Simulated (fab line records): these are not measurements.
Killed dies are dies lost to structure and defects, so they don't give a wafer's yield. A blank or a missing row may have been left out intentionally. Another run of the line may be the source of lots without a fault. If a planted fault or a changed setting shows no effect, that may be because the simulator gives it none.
Problem report in the 8D (eight disciplines) form, filled by code    flow berkeley cmos170    the parts of the form that need people (team, actions taken, sign-off) are left out

1. WHAT IS WRONG
tilt deg at UCB170_NWELL_IMPLANT_14 reads a mean of 7.671 degrees on 6 wafers of 2 lots; wafers without a fault read 6.998 degrees with a standard deviation of 0.018. Relative to the usual mean, that is a shift of +37 standard deviations.
Earliest sighting: wafer L384.2 on implanter-04 at day 3 14:52. The record holds 42 wafers of 14 lots with a number at this step. By rule, "out" or "out of limits" means more than 4 standard deviations away from the usual mean. The rest of the wafers with a number are treated as sound.

2. WHAT IT IS; WHAT IT IS NOT
question                     is                      is not
which readings at this step  tilt deg                -
which lots                   L384, L386              L380, L381, L382, L383, L385, L393, L394, L396, L398, L400, L401, L402
which wafers of those lots   all that have a number  -
read on which tools          implanter-04            implanter-01, implanter-03
when                         from day 3 14:52        up to then (12 sound wafers); but 24 sound wafers of L385, L393, L394, L396, L398, L400, L401, L402 came after

3. WHAT RULES OUT EACH SUSPECT
Counting: a tool at any process step up to the reading remains a suspect when it ran all the lots that are out and ran no sound lot after the first of those.
- implanter-04 at UCB170_NWELL_IMPLANT_14: ruled out as a lasting fault. The sound lots L400, L401 went through it after L384, its earliest lot that is out (day 3 14:52).
Left after counting: nothing in the record.

4. THE CAUSE (what the simulator had put in)
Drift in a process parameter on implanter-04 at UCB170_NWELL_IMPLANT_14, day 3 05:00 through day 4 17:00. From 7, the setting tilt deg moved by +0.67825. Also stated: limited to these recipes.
Counting ruled it out, wrongly.

5. THE CHAIN OF EFFECTS, in route order
Each row: a reading where the mean over the struck wafers with a number is more than 3 standard deviations away from the usual. Only readings for which the record gives a usual standard deviation are gone through. hours: the time from each lot's start at the first step in this table that gives one to its start at this step, as a median over the lots. sigmas: the change in usual standard deviations.
hours  step                     reading   usual          on struck wafers  change  sigmas
0      UCB170_NWELL_IMPLANT_14  tilt deg  6.998 degrees  7.671             +0.673  +37
Process steps it contains:
- UCB170_NWELL_IMPLANT_14
At these later measuring or inspecting steps, every struck wafer for which the step has a row has a number for every such reading, and none has moved that far: UCB170_FIELD_THK_MEAS_91.

6. HOW IT WOULD HAVE BEEN CAUGHT EARLIER
The fault began at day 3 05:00; the first out-of-limits reading in this record came at day 3 14:52, 10 hours later.
